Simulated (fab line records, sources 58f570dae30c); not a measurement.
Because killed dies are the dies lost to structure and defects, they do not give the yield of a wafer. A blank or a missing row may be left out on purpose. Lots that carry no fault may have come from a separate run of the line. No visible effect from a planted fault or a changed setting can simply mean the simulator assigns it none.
Which tool was responsible? | flow berkeley_cmos170 | 6 lots, 18 wafers sampled, at 3 steps of a route of 331

## WHAT EACH GAUGE READ, for each wafer
UCB170_M2_CD_MEAS_90: target cd 700 nm.
lot  | measured     | on        | cd_nm (nm)
L975 | day 9 08:07  | cd_sem-02 | 703.2 700.5 699.9
L979 | day 9 22:10  | cd_sem-01 | 700.4 698.9 699.8
L986 | day 10 18:29 | cd_sem-01 | 699.9 699.1 698.8
L988 | day 11 03:02 | cd_sem-01 | 702.0 702.1 700.9
L989 | day 11 17:39 | cd_sem-01 | 704.3 695.1 699.3
L996 | day 12 20:11 | cd_sem-01 | 700.9 702.9 699.5

## WHICH TOOL RAN EACH LOT (tool, then ch and the chambers of the sampled wafers, then the start)
lot  | UCB170_M2_METAL_ETCH_18           | UCB170_M2_STRIP_19
L975 | rie_metal-02 ch 0,1, day 9 07:38  | plasma_asher-04 ch 0,1, day 9 07:50
L979 | rie_metal-01 ch 1, day 9 21:46    | plasma_asher-04 ch 0,1, day 9 22:03
L986 | rie_metal-03 ch 0,1, day 10 18:12 | plasma_asher-02 ch 0,1, day 10 18:22
L988 | rie_metal-02 ch 0,1, day 11 02:44 | plasma_asher-01 ch 0,1, day 11 02:55
L989 | rie_metal-03 ch 0,1, day 11 17:20 | plasma_asher-01 ch 0,1, day 11 17:32
L996 | rie_metal-02 ch 0,1, day 12 19:53 | plasma_asher-01 ch 0,1, day 12 20:04
- UCB170_M2_METAL_ETCH_18: etches Al in Cl2/BCl3, stops on SiO2, target depth 1170 nm, time 195 s.
- UCB170_M2_STRIP_19: strips in O2.

## THE ANSWER, worked out from the rows above alone
Rule: the lots themselves supply what counts as usual. The widest of any qualifying gaps counts: lots, ordered by their means at a reading, are off when they make up no more than a third of the lots, leave a main group of 4 or more, and stand apart from it by 3 or more times the standard deviation of that group's means. A main group is skipped when, at the precision printed for the reading in the tables above, its means are all equal. Also off: a lot with no number at a reading for which 4 or more lots have one. Where the step has rows for the other lots, those lots are counted as sound.
Nothing can be told from this: no lot is off at any reading shown.

## WHAT HAD BEEN PUT IN BY THE SIMULATOR
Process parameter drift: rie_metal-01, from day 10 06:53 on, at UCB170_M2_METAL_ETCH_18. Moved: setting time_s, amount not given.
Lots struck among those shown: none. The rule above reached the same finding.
